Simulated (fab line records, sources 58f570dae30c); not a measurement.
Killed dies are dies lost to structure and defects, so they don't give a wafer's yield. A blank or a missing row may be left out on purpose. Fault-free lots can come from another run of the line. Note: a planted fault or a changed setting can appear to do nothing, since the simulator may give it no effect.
fab line records ; flow berkeley-cmos170
[record] lots = 14; wafers = 42; last-day = 11
route steps=331 shown ACTIVE@70
lots untouched by any fault: they come from a run of this same line in which no faults occurred
start-h: hours from the record's opening day to when the first of the lot's shown wafers began ; wait-h: how many hours have passed since the lot's step before this one ; " repeats the value in the row above ; L1.1+2: a single row standing in for several wafers ; - no value, or no start was given ; * or withheld: withheld ; < > ~ a bound
route shown NAME@n: NAME is a module with steps in the file, n the number in the route of the first one ; usual: mean and standard deviation over wafers with no fault ; same: alike in all rows ; chamber/n: place in a boat ; sites: per-site readings ; _std_site: standard deviation across them ; _edge_site: outer sites' mean less inner sites' ; radius-mm: for every site, how far away it sits from the centre of the wafer ; mask NAME#n: copy n ; behind: tool/chamber where the wafer was last shaped ; hold: why the lot went on hold/how many hours it stayed there/how the hold came to an end ; device: the n, p or np transistor that did not switch ; end of line: at the end of the route, the tests of the same wafers ; a step given without rows: its recipe and nothing more ; killed: count of dies lost to structure and defects at first sort (not the wafer's yield) ; map: a wafer's dies, x killed, . not, _ none there
set.NAME: the setting the step ran with; set.NAME@STEP: the setting that earlier step ran with ; model.NAME: the simulator's own value behind a step, which no gauge read
a sample of lots followed through the steps of the route, with each step as a table and each wafer as a row
services: from which hour (start-h, from the record's first day; less than 0 if before it) a tool's chamber was out of use, for how many hours, and why
[[steps]]
[step UCB170_ACTIVE_EXPOSE_10]
[recipe] mask-id = ACTIVE; target-cd-nm = 1200; na = 0.5; sigma-outer = 0.6; source-shape = conventional; dose-mj = 20
[usual] exposure-dose-mJ-cm2 = 19.970/0.019; focus-offset-nm = 0.0/0.44; sigma-outer = 0.6/0
lot.wafer;tool;chamber;start-h;wait-h;mask;exposure-dose-mJ-cm2;focus-offset-nm;sigma-outer
L551.1;krf-scanner-01;0;82.83;0.1;ACTIVE#0;19.956;0.7;0.6
L551.4;krf-scanner-01;0;82.83;0.1;ACTIVE#0;19.967;0.0;0.6
L551.5;krf-scanner-01;0;82.83;0.1;ACTIVE#0;19.933;0.5;0.6
L553.3;krf-scanner-02;0;93.54;0.2;ACTIVE#0;19.936;0.1;0.6
L553.4;krf-scanner-02;0;93.54;0.2;ACTIVE#0;19.947;0.3;0.6
L553.5;krf-scanner-02;0;93.54;0.2;ACTIVE#0;19.989;-0.2;0.6
L556.2;krf-scanner-01;0;99.83;0.2;ACTIVE#0;20.010;-0.6;0.6
L556.4;krf-scanner-01;0;99.83;0.2;ACTIVE#0;19.975;-0.1;0.6
L556.6;krf-scanner-01;0;99.83;0.2;ACTIVE#0;20.003;-0.6;0.6
L558.2;krf-scanner-02;-;109.57;0.4;ACTIVE#0;-;-;-
L558.3;krf-scanner-02;-;109.57;0.4;ACTIVE#0;-;-;-
L558.6;krf-scanner-02;-;109.57;0.4;ACTIVE#0;-;-;-
L560.1;krf-scanner-01;-;120.34;0.3;ACTIVE#0;-;-;-
L560.2;krf-scanner-01;-;120.34;0.3;ACTIVE#0;-;-;-
L560.6;krf-scanner-01;-;120.34;0.3;ACTIVE#0;-;-;-
L561.2;krf-scanner-01;0;126.40;0.1;ACTIVE#0;19.944;-0.3;0.6
L561.4;krf-scanner-01;0;126.40;0.1;ACTIVE#0;19.964;0.2;0.6
L561.6;krf-scanner-01;0;126.40;0.1;ACTIVE#0;19.989;0.1;0.6
L563.1;krf-scanner-02;0;145.11;0.2;ACTIVE#0;19.958;-0.1;0.6
L563.5;krf-scanner-02;0;145.11;0.2;ACTIVE#0;19.990;-0.7;0.6
L563.6;krf-scanner-02;0;145.11;0.2;ACTIVE#0;19.984;-0.6;0.6
L564.4;krf-scanner-02;0;145.28;0.3;ACTIVE#0;19.953;0.3;0.6
L564.5;krf-scanner-02;0;145.28;0.3;ACTIVE#0;19.955;0.1;0.6
L564.6;krf-scanner-02;0;145.28;0.3;ACTIVE#0;19.966;0.2;0.6
L566.4;krf-scanner-01;0;153.21;0.1;ACTIVE#0;19.971;-0.7;0.6
L566.5;krf-scanner-01;0;153.21;0.1;ACTIVE#0;19.951;-0.8;0.6
L566.6;krf-scanner-01;0;153.21;0.1;ACTIVE#0;19.960;-0.2;0.6
L567.3;krf-scanner-02;0;153.43;0.3;ACTIVE#0;19.944;-0.2;0.6
L567.4;krf-scanner-02;0;153.43;0.3;ACTIVE#0;19.940;0.8;0.6
L567.5;krf-scanner-02;0;153.43;0.3;ACTIVE#0;19.949;0.7;0.6
L569.1;krf-scanner-01;0;173.55;0.1;ACTIVE#0;20.008;0.2;0.6
L569.4;krf-scanner-01;0;173.55;0.1;ACTIVE#0;19.977;-1.2;0.6
L569.5;krf-scanner-01;0;173.55;0.1;ACTIVE#0;19.969;-0.8;0.6
L571.2;krf-scanner-01;0;179.44;0.1;ACTIVE#0;19.964;0.1;0.6
L571.4;krf-scanner-01;0;179.44;0.1;ACTIVE#0;19.995;0.8;0.6
L571.6;krf-scanner-01;0;179.44;0.1;ACTIVE#0;19.962;-0.2;0.6
L573.1;krf-scanner-02;0;183.31;0.2;ACTIVE#0;19.967;0.3;0.6
L573.2;krf-scanner-02;0;183.31;0.2;ACTIVE#0;19.988;0.9;0.6
L573.5;krf-scanner-02;0;183.31;0.2;ACTIVE#0;19.956;0.4;0.6
L572.3;krf-scanner-01;0;183.60;0.2;ACTIVE#0;19.956;-0.4;0.6
L572.4;krf-scanner-01;0;183.60;0.2;ACTIVE#0;19.947;-0.2;0.6
L572.6;krf-scanner-01;0;183.60;0.2;ACTIVE#0;19.975;-0.1;0.6
[[services]]
tool;chamber;start-h;hours;kind
krf-scanner-01;-;60.64;1.3;pm
krf-scanner-02;-;60.98;1.8;repair
krf-scanner-02;0;64.88;-;calibration
krf-scanner-02;-;71.10;8.7;repair
krf-scanner-02;-;79.77;1.0;pm
krf-scanner-01;-;88.05;0.5;repair
krf-scanner-02;-;116.47;4.0;pm
krf-scanner-02;-;141.03;1.3;pm
krf-scanner-02;-;151.85;0.8;pm
krf-scanner-01;-;155.25;4.4;pm
[[key]]
[first-sign] step = UCB170_ACTIVE_EXPOSE_10; reading = tool-record; direction = missing
effect none on later readings
met-at UCB170_ACTIVE_EXPOSE_10
struck-lots L558,L560
later-rows-left-out L558.2,L558.3,L558.6,L560.1,L560.2,L560.6
sort-left-out L558.2,L558.3,L558.6,L560.1,L560.2,L560.6
tester-left-out L558,L560
onset-between 99.83 109.57
[fault] kind = skipped-step-whole; tool = krf-scanner-01,krf-scanner-02; chamber = -; onset-h = 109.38; steps = UCB170_ACTIVE_EXPOSE_10; scope = struck-lots-only
// tester-left-out: of these lots the tester's yield and bins aren't shown, on N5 and GAA mostly nor the transistor test; their killed dies are dies lost to structure and defects alone, not to doping, threshold or leakage, so they don't give the yield
// sort-left-out: the simulated sort isn't trusted on such a fault, so these wafers' sort isn't shown, and their yield isn't known
// later-rows-left-out: the simulator's readings of these wafers behind a module that went badly wrong aren't trusted and aren't shown, but for the sort
